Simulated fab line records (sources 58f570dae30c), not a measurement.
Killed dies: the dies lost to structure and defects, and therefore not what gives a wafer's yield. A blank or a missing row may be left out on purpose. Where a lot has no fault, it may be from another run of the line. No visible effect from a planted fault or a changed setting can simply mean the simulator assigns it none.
fab line records || flow berkeleyCmos170 || part 2 of 2: steps 31 to 43 of 43
record {"lots": 5, "wafers": 15, "lastDay": 12}
route steps=331 shown ACTIVE@60 PFIELD@79 FIELD@89 SACOX@97 SCREENOX@100
lots with no fault: from the same line, run without faults
startH: start of the lot's first displayed wafer, in hours after the record's first day || waitH: time in hours since the lot's previous step || " unchanged from the row above || L1.1+2: a row that stands for several wafers || - no value, or no start given || * or withheld: withheld || < > ~ a bound
route shown NAME@n: names a module that has steps shown in the file, with the first one's number in the route || usual: average and standard deviation across the fault-free wafers || same: alike in all rows || chamber/n: place in a boat || sites: readings site by site || _std_site: the values' standard deviation || _edge_site: mean of outer sites minus mean of inner sites || radiusMm: for every site, how far away it sits from the centre of the wafer || mask NAME#n: copy n || behind: the last tool/chamber to shape the wafer || hold: cause of the lot's hold/its duration in hours/its outcome || device: the n, p or np transistor that did not switch || end of line: at the end of the route, the tests of the same wafers || a step without rows: its recipe alone || killed: dies that structure and defects cost at the first sort, which is not the same as the wafer's yield || map: per-die view of a wafer (x killed, . not killed, _ where there is no die)
set.NAME: setting as actually run; set.NAME@STEP: the setting as run at that earlier step || model.NAME: the simulator's own value behind a step, which no gauge read
lots at selected steps of the route; one table per step, one row per wafer
services: when a tool's chamber went out of use (startH, in hours from the record's first day, below 0 if earlier), for how many hours, and the reason
## steps
# step UCB170_FIELD_OXIDATION_01
# recipe {"tempC": 1000, "ambient": "H2O", "pH2oTorr": 584.62, "targetThkA": 5583, "oxTimeS": 7200}
# usual {"spikeTcCentreC": "1002.8/1.4"}
{"lot.wafer": "L078.1", "tool": "furnace-04", "chamber": 0, "startH": 115.51, "waitH": 3.6, "spikeTcCentreC": 1000.1}
{"lot.wafer": "L078.2", "tool": "furnace-04", "chamber": 0, "startH": 115.51, "waitH": 3.6, "spikeTcCentreC": 1000.4}
{"lot.wafer": "L078.5", "tool": "furnace-04", "chamber": 0, "startH": 115.51, "waitH": 3.6, "spikeTcCentreC": 1000.8}
{"lot.wafer": "L082.3", "tool": "furnace-02", "chamber": 0, "startH": 130.87, "waitH": 3.4, "spikeTcCentreC": 1004.1}
{"lot.wafer": "L082.4", "tool": "furnace-02", "chamber": 0, "startH": 130.87, "waitH": 3.4, "spikeTcCentreC": 1003.2}
{"lot.wafer": "L082.6", "tool": "furnace-02", "chamber": 0, "startH": 130.87, "waitH": 3.4, "spikeTcCentreC": 1003.7}
{"lot.wafer": "L087.1", "tool": "furnace-01", "chamber": 0, "startH": 161.89, "waitH": 4.0, "spikeTcCentreC": 1003.6}
{"lot.wafer": "L087.2", "tool": "furnace-01", "chamber": 0, "startH": 161.89, "waitH": 4.0, "spikeTcCentreC": 1002.6}
{"lot.wafer": "L087.3", "tool": "furnace-01", "chamber": 0, "startH": 161.89, "waitH": 4.0, "spikeTcCentreC": 1005.2}
{"lot.wafer": "L089.2", "tool": "furnace-01", "chamber": 0, "startH": 180.16, "waitH": 4.5, "spikeTcCentreC": 1003.2}
{"lot.wafer": "L089.5", "tool": "furnace-01", "chamber": 0, "startH": 180.16, "waitH": 4.5, "spikeTcCentreC": 1003.7}
{"lot.wafer": "L089.6", "tool": "furnace-01", "chamber": 0, "startH": 180.16, "waitH": 4.5, "spikeTcCentreC": 1002.2}
{"lot.wafer": "L091.1", "tool": "furnace-02", "chamber": 0, "startH": 192.72, "waitH": 4.5, "spikeTcCentreC": 1004.0}
{"lot.wafer": "L091.4", "tool": "furnace-02", "chamber": 0, "startH": 192.72, "waitH": 4.5, "spikeTcCentreC": 1003.8}
{"lot.wafer": "L091.6", "tool": "furnace-02", "chamber": 0, "startH": 192.72, "waitH": 4.5, "spikeTcCentreC": 1004.0}
# step UCB170_FIELD_THK_MEAS_02
# recipe {"reads": "SiO2_of_FIELD_OXIDATION_01"}
# usual {"FIELD_OXIDE_THK": "560/11"}
{"lot.wafer": "L078.1", "tool": "filmMetro-02", "chamber": "-", "startH": 118.51, "waitH": 0.0, "FIELD_OXIDE_THK[nm]": 546}
{"lot.wafer": "L078.2", "tool": "filmMetro-02", "chamber": "-", "startH": 118.51, "waitH": 0.0, "FIELD_OXIDE_THK[nm]": 548}
{"lot.wafer": "L078.5", "tool": "filmMetro-02", "chamber": "-", "startH": 118.51, "waitH": 0.0, "FIELD_OXIDE_THK[nm]": 548}
{"lot.wafer": "L082.3", "tool": "filmMetro-02", "chamber": "-", "startH": 133.89, "waitH": 0.0, "FIELD_OXIDE_THK[nm]": 547}
{"lot.wafer": "L082.4", "tool": "filmMetro-02", "chamber": "-", "startH": 133.89, "waitH": 0.0, "FIELD_OXIDE_THK[nm]": 544}
{"lot.wafer": "L082.6", "tool": "filmMetro-02", "chamber": "-", "startH": 133.89, "waitH": 0.0, "FIELD_OXIDE_THK[nm]": 538}
{"lot.wafer": "L087.1", "tool": "filmMetro-01", "chamber": "-", "startH": 164.89, "waitH": 0.0, "FIELD_OXIDE_THK[nm]": 567}
{"lot.wafer": "L087.2", "tool": "filmMetro-01", "chamber": "-", "startH": 164.89, "waitH": 0.0, "FIELD_OXIDE_THK[nm]": 569}
{"lot.wafer": "L087.3", "tool": "filmMetro-01", "chamber": "-", "startH": 164.89, "waitH": 0.0, "FIELD_OXIDE_THK[nm]": 576}
{"lot.wafer": "L089.2", "tool": "filmMetro-01", "chamber": "-", "startH": 183.17, "waitH": 0.0, "FIELD_OXIDE_THK[nm]": 562}
{"lot.wafer": "L089.5", "tool": "filmMetro-01", "chamber": "-", "startH": 183.17, "waitH": 0.0, "FIELD_OXIDE_THK[nm]": 556}
{"lot.wafer": "L089.6", "tool": "filmMetro-01", "chamber": "-", "startH": 183.17, "waitH": 0.0, "FIELD_OXIDE_THK[nm]": 558}
{"lot.wafer": "L091.1", "tool": "filmMetro-01", "chamber": "-", "startH": 195.72, "waitH": 0.0, "FIELD_OXIDE_THK[nm]": 553}
{"lot.wafer": "L091.4", "tool": "filmMetro-01", "chamber": "-", "startH": 195.72, "waitH": 0.0, "FIELD_OXIDE_THK[nm]": 550}
{"lot.wafer": "L091.6", "tool": "filmMetro-01", "chamber": "-", "startH": 195.72, "waitH": 0.0, "FIELD_OXIDE_THK[nm]": 543}
# step UCB170_FIELD_ANNEAL_03
# recipe {"tempC": 1000, "timeS": 1200, "ambient": "N2"}
# usual {"spikeTcCentreC": "1003.1/1.3"}
{"lot.wafer": "L078.1", "tool": "furnace-04", "chamber": 0, "startH": 121.36, "waitH": 2.8, "spikeTcCentreC": 1001.5}
{"lot.wafer": "L078.2", "tool": "furnace-04", "chamber": 0, "startH": 121.36, "waitH": 2.8, "spikeTcCentreC": 1002.2}
{"lot.wafer": "L078.5", "tool": "furnace-04", "chamber": 0, "startH": 121.36, "waitH": 2.8, "spikeTcCentreC": 1003.5}
{"lot.wafer": "L082.3", "tool": "furnace-02", "chamber": 0, "startH": 138.21, "waitH": 4.3, "spikeTcCentreC": 1002.3}
{"lot.wafer": "L082.4", "tool": "furnace-02", "chamber": 0, "startH": 138.21, "waitH": 4.3, "spikeTcCentreC": 1002.5}
{"lot.wafer": "L082.6", "tool": "furnace-02", "chamber": 0, "startH": 138.21, "waitH": 4.3, "spikeTcCentreC": 1004.1}
{"lot.wafer": "L087.1", "tool": "furnace-02", "chamber": 0, "startH": 168.09, "waitH": 3.2, "spikeTcCentreC": 1004.2}
{"lot.wafer": "L087.2", "tool": "furnace-02", "chamber": 0, "startH": 168.09, "waitH": 3.2, "spikeTcCentreC": 1003.6}
{"lot.wafer": "L087.3", "tool": "furnace-02", "chamber": 0, "startH": 168.09, "waitH": 3.2, "spikeTcCentreC": 1002.9}
{"lot.wafer": "L089.2", "tool": "furnace-01", "chamber": 0, "startH": 187.82, "waitH": 4.6, "spikeTcCentreC": 1004.9}
{"lot.wafer": "L089.5", "tool": "furnace-01", "chamber": 0, "startH": 187.82, "waitH": 4.6, "spikeTcCentreC": 1003.6}
{"lot.wafer": "L089.6", "tool": "furnace-01", "chamber": 0, "startH": 187.82, "waitH": 4.6, "spikeTcCentreC": 1001.6}
{"lot.wafer": "L091.1", "tool": "furnace-02", "chamber": 0, "startH": 201.32, "waitH": 5.6, "spikeTcCentreC": 1002.9}
{"lot.wafer": "L091.4", "tool": "furnace-02", "chamber": 0, "startH": 201.32, "waitH": 5.6, "spikeTcCentreC": 1001.8}
{"lot.wafer": "L091.6", "tool": "furnace-02", "chamber": 0, "startH": 201.32, "waitH": 5.6, "spikeTcCentreC": 1004.4}
# step UCB170_FIELD_WET_ETCH_04
# recipe {"chemistry": "dHF", "dilution": "10:1", "target": "SiO2", "tempC": 25, "timeS": 60}
{"lot.wafer": "L078.1+2+5", "tool": "wetBench-03", "chamber": 1, "startH": 122.69, "waitH": 0.0}
{"lot.wafer": "L082.3+4+6", "tool": "wetBench-03", "chamber": 2, "startH": 139.54, "waitH": 0.0}
{"lot.wafer": "L087.1+2+3", "tool": "wetBench-02", "chamber": 3, "startH": 169.42, "waitH": 0.0}
{"lot.wafer": "L089.2+5+6", "tool": "wetBench-03", "chamber": 2, "startH": 189.16, "waitH": 0.0}
{"lot.wafer": "L091.1+4+6", "tool": "wetBench-03", "chamber": 3, "startH": 202.72, "waitH": 0.1}
# step UCB170_FIELD_WET_ETCH_05
# recipe {"chemistry": "H3PO4", "target": "Si3N4", "tempC": 160, "timeS": 12600}
{"lot.wafer": "L078.1+2+5", "tool": "wetBench-03", "chamber": 0, "startH": 122.78, "waitH": 0.1}
{"lot.wafer": "L082.3+4+6", "tool": "wetBench-04", "chamber": 0, "startH": 139.57, "waitH": 0.0}
{"lot.wafer": "L087.1+2+3", "tool": "wetBench-04", "chamber": 0, "startH": 169.45, "waitH": 0.0}
{"lot.wafer": "L089.2+5+6", "tool": "wetBench-03", "chamber": 2, "startH": 189.18, "waitH": 0.0}
{"lot.wafer": "L091.1+4+6", "tool": "wetBench-03", "chamber": 0, "startH": 202.75, "waitH": 0.0}
# step UCB170_FIELD_WET_ETCH_06
# recipe {"chemistry": "BOE", "dilution": "5:1", "target": "SiO2", "tempC": 25, "timeS": 22}
{"lot.wafer": "L078.1+2+5", "tool": "wetBench-03", "chamber": 2, "startH": 126.29, "waitH": 0.0}
{"lot.wafer": "L082.3+4+6", "tool": "wetBench-02", "chamber": 1, "startH": 147.99, "waitH": 0.8}
{"lot.wafer": "L087.1+2+3", "tool": "wetBench-03", "chamber": 3, "startH": 173.28, "waitH": 0.0}
{"lot.wafer": "L089.2+5+6", "tool": "wetBench-04", "chamber": 3, "startH": 192.69, "waitH": 0.0}
{"lot.wafer": "L091.1+4+6", "tool": "wetBench-03", "chamber": 3, "startH": 206.25, "waitH": 0.0}
# step UCB170_FIELD_THK_MEAS_90
# recipe {"reads": "SiO2_of_FIELD_OXIDATION_01"}
# usual {"FIELD_OXIDE_LEFT_1_THK": "444/11"}
{"lot.wafer": "L078.1", "tool": "filmMetro-01", "chamber": "-", "startH": 126.31, "waitH": 0.0, "FIELD_OXIDE_LEFT_1_THK[nm]": 428}
{"lot.wafer": "L078.2", "tool": "filmMetro-01", "chamber": "-", "startH": 126.31, "waitH": 0.0, "FIELD_OXIDE_LEFT_1_THK[nm]": 431}
{"lot.wafer": "L078.5", "tool": "filmMetro-01", "chamber": "-", "startH": 126.31, "waitH": 0.0, "FIELD_OXIDE_LEFT_1_THK[nm]": 432}
{"lot.wafer": "L082.3", "tool": "filmMetro-01", "chamber": "-", "startH": 148.03, "waitH": 0.0, "FIELD_OXIDE_LEFT_1_THK[nm]": 428}
{"lot.wafer": "L082.4", "tool": "filmMetro-01", "chamber": "-", "startH": 148.03, "waitH": 0.0, "FIELD_OXIDE_LEFT_1_THK[nm]": 427}
{"lot.wafer": "L082.6", "tool": "filmMetro-01", "chamber": "-", "startH": 148.03, "waitH": 0.0, "FIELD_OXIDE_LEFT_1_THK[nm]": 419}
{"lot.wafer": "L087.1", "tool": "filmMetro-02", "chamber": "-", "startH": 173.30, "waitH": 0.0, "FIELD_OXIDE_LEFT_1_THK[nm]": 451}
{"lot.wafer": "L087.2", "tool": "filmMetro-02", "chamber": "-", "startH": 173.30, "waitH": 0.0, "FIELD_OXIDE_LEFT_1_THK[nm]": 453}
{"lot.wafer": "L087.3", "tool": "filmMetro-02", "chamber": "-", "startH": 173.30, "waitH": 0.0, "FIELD_OXIDE_LEFT_1_THK[nm]": 459}
{"lot.wafer": "L089.2", "tool": "filmMetro-04", "chamber": "-", "startH": 192.72, "waitH": 0.0, "FIELD_OXIDE_LEFT_1_THK[nm]": 445}
{"lot.wafer": "L089.5", "tool": "filmMetro-04", "chamber": "-", "startH": 192.72, "waitH": 0.0, "FIELD_OXIDE_LEFT_1_THK[nm]": 439}
{"lot.wafer": "L089.6", "tool": "filmMetro-04", "chamber": "-", "startH": 192.72, "waitH": 0.0, "FIELD_OXIDE_LEFT_1_THK[nm]": 442}
{"lot.wafer": "L091.1", "tool": "filmMetro-04", "chamber": "-", "startH": 206.27, "waitH": 0.0, "FIELD_OXIDE_LEFT_1_THK[nm]": 437}
{"lot.wafer": "L091.4", "tool": "filmMetro-04", "chamber": "-", "startH": 206.27, "waitH": 0.0, "FIELD_OXIDE_LEFT_1_THK[nm]": 435}
{"lot.wafer": "L091.6", "tool": "filmMetro-04", "chamber": "-", "startH": 206.27, "waitH": 0.0, "FIELD_OXIDE_LEFT_1_THK[nm]": 427}
# step UCB170_SACOX_CLEAN_00
# recipe {"chemistry": "dHF", "dilution": "25:1", "timeS": 7.5}
{"lot.wafer": "L078.1+2+5", "tool": "wetBench-03", "chamber": 1, "startH": 126.37, "waitH": 0.1}
{"lot.wafer": "L082.3+4+6", "tool": "wetBench-01", "chamber": 1, "startH": 149.62, "waitH": 1.6}
{"lot.wafer": "L087.1+2+3", "tool": "wetBench-02", "chamber": 1, "startH": 173.36, "waitH": 0.1}
{"lot.wafer": "L089.2+5+6", "tool": "wetBench-03", "chamber": 2, "startH": 192.77, "waitH": 0.0}
{"lot.wafer": "L091.1+4+6", "tool": "wetBench-03", "chamber": 3, "startH": 206.47, "waitH": 0.2}
# step UCB170_SACOX_OXIDATION_01
# recipe {"tempC": 900, "ambient": "O2", "targetThkA": 144, "oxTimeS": 2400}
# usual {"spikeTcCentreC": "902.4/1.5"}
{"lot.wafer": "L078.1", "tool": "furnace-01", "chamber": 0, "startH": 130.84, "waitH": 4.5, "spikeTcCentreC": 903.9}
{"lot.wafer": "L078.2", "tool": "furnace-01", "chamber": 0, "startH": 130.84, "waitH": 4.5, "spikeTcCentreC": 903.5}
{"lot.wafer": "L078.5", "tool": "furnace-01", "chamber": 0, "startH": 130.84, "waitH": 4.5, "spikeTcCentreC": 902.2}
{"lot.wafer": "L082.3", "tool": "furnace-04", "chamber": 0, "startH": 152.30, "waitH": 2.7, "spikeTcCentreC": 901.2}
{"lot.wafer": "L082.4", "tool": "furnace-04", "chamber": 0, "startH": 152.30, "waitH": 2.7, "spikeTcCentreC": 900.9}
{"lot.wafer": "L082.6", "tool": "furnace-04", "chamber": 0, "startH": 152.30, "waitH": 2.7, "spikeTcCentreC": 900.6}
{"lot.wafer": "L087.1", "tool": "furnace-04", "chamber": 0, "startH": 177.43, "waitH": 4.1, "spikeTcCentreC": 900.6}
{"lot.wafer": "L087.2", "tool": "furnace-04", "chamber": 0, "startH": 177.43, "waitH": 4.1, "spikeTcCentreC": 901.3}
{"lot.wafer": "L087.3", "tool": "furnace-04", "chamber": 0, "startH": 177.43, "waitH": 4.1, "spikeTcCentreC": 901.6}
{"lot.wafer": "L089.2", "tool": "furnace-04", "chamber": 0, "startH": 198.41, "waitH": 5.6, "spikeTcCentreC": 900.2}
{"lot.wafer": "L089.5", "tool": "furnace-04", "chamber": 0, "startH": 198.41, "waitH": 5.6, "spikeTcCentreC": 900.9}
{"lot.wafer": "L089.6", "tool": "furnace-04", "chamber": 0, "startH": 198.41, "waitH": 5.6, "spikeTcCentreC": 901.7}
{"lot.wafer": "L091.1", "tool": "furnace-04", "chamber": 0, "startH": 211.70, "waitH": 5.2, "spikeTcCentreC": 900.5}
{"lot.wafer": "L091.4", "tool": "furnace-04", "chamber": 0, "startH": 211.70, "waitH": 5.2, "spikeTcCentreC": 899.8}
{"lot.wafer": "L091.6", "tool": "furnace-04", "chamber": 0, "startH": 211.70, "waitH": 5.2, "spikeTcCentreC": 901.4}
# step UCB170_SACOX_THK_MEAS_02
# recipe {"reads": "SiO2_of_SACOX_OXIDATION_01"}
# usual {"SACOX_OXIDE_THK": "14.56/0.23"}
{"lot.wafer": "L078.1", "tool": "filmMetro-03", "chamber": "-", "startH": 132.51, "waitH": 0.0, "SACOX_OXIDE_THK[nm]": 14.57}
{"lot.wafer": "L078.2", "tool": "filmMetro-03", "chamber": "-", "startH": 132.51, "waitH": 0.0, "SACOX_OXIDE_THK[nm]": 14.42}
{"lot.wafer": "L078.5", "tool": "filmMetro-03", "chamber": "-", "startH": 132.51, "waitH": 0.0, "SACOX_OXIDE_THK[nm]": 14.58}
{"lot.wafer": "L082.3", "tool": "filmMetro-02", "chamber": "-", "startH": 154.10, "waitH": 0.1, "SACOX_OXIDE_THK[nm]": 14.51}
{"lot.wafer": "L082.4", "tool": "filmMetro-02", "chamber": "-", "startH": 154.10, "waitH": 0.1, "SACOX_OXIDE_THK[nm]": 14.69}
{"lot.wafer": "L082.6", "tool": "filmMetro-02", "chamber": "-", "startH": 154.10, "waitH": 0.1, "SACOX_OXIDE_THK[nm]": 14.64}
{"lot.wafer": "L087.1", "tool": "filmMetro-03", "chamber": "-", "startH": 179.10, "waitH": 0.0, "SACOX_OXIDE_THK[nm]": 14.07}
{"lot.wafer": "L087.2", "tool": "filmMetro-03", "chamber": "-", "startH": 179.10, "waitH": 0.0, "SACOX_OXIDE_THK[nm]": 14.50}
{"lot.wafer": "L087.3", "tool": "filmMetro-03", "chamber": "-", "startH": 179.10, "waitH": 0.0, "SACOX_OXIDE_THK[nm]": 14.19}
{"lot.wafer": "L089.2", "tool": "filmMetro-01", "chamber": "-", "startH": 200.14, "waitH": 0.1, "SACOX_OXIDE_THK[nm]": 14.89}
{"lot.wafer": "L089.5", "tool": "filmMetro-01", "chamber": "-", "startH": 200.14, "waitH": 0.1, "SACOX_OXIDE_THK[nm]": 14.92}
{"lot.wafer": "L089.6", "tool": "filmMetro-01", "chamber": "-", "startH": 200.14, "waitH": 0.1, "SACOX_OXIDE_THK[nm]": 14.80}
{"lot.wafer": "L091.1", "tool": "filmMetro-03", "chamber": "-", "startH": 213.36, "waitH": 0.0, "SACOX_OXIDE_THK[nm]": 14.69}
{"lot.wafer": "L091.4", "tool": "filmMetro-03", "chamber": "-", "startH": 213.36, "waitH": 0.0, "SACOX_OXIDE_THK[nm]": 14.51}
{"lot.wafer": "L091.6", "tool": "filmMetro-03", "chamber": "-", "startH": 213.36, "waitH": 0.0, "SACOX_OXIDE_THK[nm]": 14.86}
# step UCB170_SCREENOX_WET_ETCH_00
# recipe {"chemistry": "dHF", "dilution": "25:1", "target": "SiO2", "tempC": 25, "timeS": 200}
{"lot.wafer": "L078.1+2+5", "tool": "wetBench-04", "chamber": 2, "startH": 132.57, "waitH": 0.1}
{"lot.wafer": "L082.3+4+6", "tool": "wetBench-01", "chamber": 1, "startH": 154.16, "waitH": 0.0}
{"lot.wafer": "L087.1+2+3", "tool": "wetBench-04", "chamber": 2, "startH": 179.64, "waitH": 0.5}
{"lot.wafer": "L089.2+5+6", "tool": "wetBench-03", "chamber": 3, "startH": 200.30, "waitH": 0.1}
{"lot.wafer": "L091.1+4+6", "tool": "wetBench-03", "chamber": 1, "startH": 213.42, "waitH": 0.1}
# step UCB170_SCREENOX_OXIDATION_01
# recipe {"tempC": 900, "ambient": "O2", "targetThkA": 144, "oxTimeS": 2400}
# usual {"spikeTcCentreC": "902.8/1.3"}
{"lot.wafer": "L078.1", "tool": "furnace-02", "chamber": 0, "startH": 136.54, "waitH": 3.8, "spikeTcCentreC": 903.6}
{"lot.wafer": "L078.2", "tool": "furnace-02", "chamber": 0, "startH": 136.54, "waitH": 3.8, "spikeTcCentreC": 904.2}
{"lot.wafer": "L078.5", "tool": "furnace-02", "chamber": 0, "startH": 136.54, "waitH": 3.8, "spikeTcCentreC": 904.8}
{"lot.wafer": "L082.3", "tool": "furnace-02", "chamber": 0, "startH": 157.04, "waitH": 2.8, "spikeTcCentreC": 904.0}
{"lot.wafer": "L082.4", "tool": "furnace-02", "chamber": 0, "startH": 157.04, "waitH": 2.8, "spikeTcCentreC": 904.6}
{"lot.wafer": "L082.6", "tool": "furnace-02", "chamber": 0, "startH": 157.04, "waitH": 2.8, "spikeTcCentreC": 903.9}
{"lot.wafer": "L087.1", "tool": "furnace-01", "chamber": 0, "startH": 183.16, "waitH": 3.4, "spikeTcCentreC": 904.0}
{"lot.wafer": "L087.2", "tool": "furnace-01", "chamber": 0, "startH": 183.16, "waitH": 3.4, "spikeTcCentreC": 901.7}
{"lot.wafer": "L087.3", "tool": "furnace-01", "chamber": 0, "startH": 183.16, "waitH": 3.4, "spikeTcCentreC": 902.9}
{"lot.wafer": "L089.2", "tool": "furnace-04", "chamber": 0, "startH": 206.53, "waitH": 6.2, "spikeTcCentreC": 901.7}
{"lot.wafer": "L089.5", "tool": "furnace-04", "chamber": 0, "startH": 206.53, "waitH": 6.2, "spikeTcCentreC": 901.6}
{"lot.wafer": "L089.6", "tool": "furnace-04", "chamber": 0, "startH": 206.53, "waitH": 6.2, "spikeTcCentreC": 902.2}
{"lot.wafer": "L091.1", "tool": "furnace-01", "chamber": 0, "startH": 217.46, "waitH": 4.0, "spikeTcCentreC": 901.6}
{"lot.wafer": "L091.4", "tool": "furnace-01", "chamber": 0, "startH": 217.46, "waitH": 4.0, "spikeTcCentreC": 903.7}
{"lot.wafer": "L091.6", "tool": "furnace-01", "chamber": 0, "startH": 217.46, "waitH": 4.0, "spikeTcCentreC": 903.8}
# step UCB170_SCREENOX_THK_MEAS_02
# recipe {"reads": "SiO2_of_SCREENOX_OXIDATION_01"}
# usual {"SCREENOX_OXIDE_THK": "14.42/0.25"}
{"lot.wafer": "L078.1", "tool": "filmMetro-01", "chamber": "-", "startH": 138.21, "waitH": 0.0, "SCREENOX_OXIDE_THK[nm]": 14.77}
{"lot.wafer": "L078.2", "tool": "filmMetro-01", "chamber": "-", "startH": 138.21, "waitH": 0.0, "SCREENOX_OXIDE_THK[nm]": 14.52}
{"lot.wafer": "L078.5", "tool": "filmMetro-01", "chamber": "-", "startH": 138.21, "waitH": 0.0, "SCREENOX_OXIDE_THK[nm]": 14.54}
{"lot.wafer": "L082.3", "tool": "filmMetro-01", "chamber": "-", "startH": 158.79, "waitH": 0.1, "SCREENOX_OXIDE_THK[nm]": 14.40}
{"lot.wafer": "L082.4", "tool": "filmMetro-01", "chamber": "-", "startH": 158.79, "waitH": 0.1, "SCREENOX_OXIDE_THK[nm]": 14.11}
{"lot.wafer": "L082.6", "tool": "filmMetro-01", "chamber": "-", "startH": 158.79, "waitH": 0.1, "SCREENOX_OXIDE_THK[nm]": 14.19}
{"lot.wafer": "L087.1", "tool": "filmMetro-04", "chamber": "-", "startH": 184.82, "waitH": 0.0, "SCREENOX_OXIDE_THK[nm]": 14.06}
{"lot.wafer": "L087.2", "tool": "filmMetro-04", "chamber": "-", "startH": 184.82, "waitH": 0.0, "SCREENOX_OXIDE_THK[nm]": 14.39}
{"lot.wafer": "L087.3", "tool": "filmMetro-04", "chamber": "-", "startH": 184.82, "waitH": 0.0, "SCREENOX_OXIDE_THK[nm]": 14.09}
{"lot.wafer": "L089.2", "tool": "filmMetro-04", "chamber": "-", "startH": 208.21, "waitH": 0.0, "SCREENOX_OXIDE_THK[nm]": 14.46}
{"lot.wafer": "L089.5", "tool": "filmMetro-04", "chamber": "-", "startH": 208.21, "waitH": 0.0, "SCREENOX_OXIDE_THK[nm]": 14.91}
{"lot.wafer": "L089.6", "tool": "filmMetro-04", "chamber": "-", "startH": 208.21, "waitH": 0.0, "SCREENOX_OXIDE_THK[nm]": 14.62}
{"lot.wafer": "L091.1", "tool": "filmMetro-01", "chamber": "-", "startH": 219.12, "waitH": 0.0, "SCREENOX_OXIDE_THK[nm]": 14.53}
{"lot.wafer": "L091.4", "tool": "filmMetro-01", "chamber": "-", "startH": 219.12, "waitH": 0.0, "SCREENOX_OXIDE_THK[nm]": 14.65}
{"lot.wafer": "L091.6", "tool": "filmMetro-01", "chamber": "-", "startH": 219.12, "waitH": 0.0, "SCREENOX_OXIDE_THK[nm]": 14.46}
## services
{"tool": "rieDiel-02", "chamber": "-", "startH": 82.03, "hours": 2.8, "kind": "pm"}
{"tool": "implanter-02", "chamber": "-", "startH": 84.01, "hours": 0.9, "kind": "repair"}
{"tool": "lpcvd-02", "chamber": "-", "startH": 86.38, "hours": 28.1, "kind": "pm"}
{"tool": "implanter-02", "chamber": "-", "startH": 87.88, "hours": 5.3, "kind": "repair"}
{"tool": "krfScanner-02", "chamber": "-", "startH": 89.97, "hours": 1.0, "kind": "pm"}
{"tool": "rieDiel-01", "chamber": 0, "startH": 91.68, "hours": 3.1, "kind": "repair"}
{"tool": "krfScanner-01", "chamber": "-", "startH": 96.24, "hours": 1.3, "kind": "pm"}
{"tool": "plasmaAsher-04", "chamber": "-", "startH": 97.29, "hours": 3.2, "kind": "repair"}
{"tool": "implanter-01", "chamber": "-", "startH": 98.42, "hours": 1.2, "kind": "repair"}
{"tool": "furnace-02", "chamber": "-", "startH": 100.19, "hours": 4.2, "kind": "pm"}
{"tool": "plasmaAsher-04", "chamber": "-", "startH": 108.75, "hours": 9.0, "kind": "pm"}
{"tool": "plasmaAsher-03", "chamber": "-", "startH": 131.13, "hours": 5.6, "kind": "repair"}
{"tool": "implanter-01", "chamber": "-", "startH": 133.78, "hours": 3.1, "kind": "repair"}
{"tool": "krfScanner-02", "chamber": "-", "startH": 140.20, "hours": 0.2, "kind": "repair"}
{"tool": "krfScanner-02", "chamber": "-", "startH": 141.34, "hours": 11.6, "kind": "pm"}
{"tool": "rieDiel-02", "chamber": 0, "startH": 148.50, "hours": 18.0, "kind": "repair"}
{"tool": "furnace-02", "chamber": "-", "startH": 150.36, "hours": 3.9, "kind": "pm"}
{"tool": "rieDiel-02", "chamber": "-", "startH": 152.78, "hours": 0.6, "kind": "repair"}
{"tool": "krfScanner-01", "chamber": "-", "startH": 152.89, "hours": 1.0, "kind": "pm"}
{"tool": "krfScanner-02", "chamber": "-", "startH": 171.71, "hours": 0.8, "kind": "pm"}
{"tool": "krfScanner-01", "chamber": "-", "startH": 175.98, "hours": 0.8, "kind": "pm"}
{"tool": "implanter-01", "chamber": "-", "startH": 179.49, "hours": 2.7, "kind": "repair"}
{"tool": "krfScanner-02", "chamber": "-", "startH": 184.67, "hours": 1.3, "kind": "pm"}
{"tool": "implanter-02", "chamber": "-", "startH": 200.41, "hours": 6.6, "kind": "repair"}
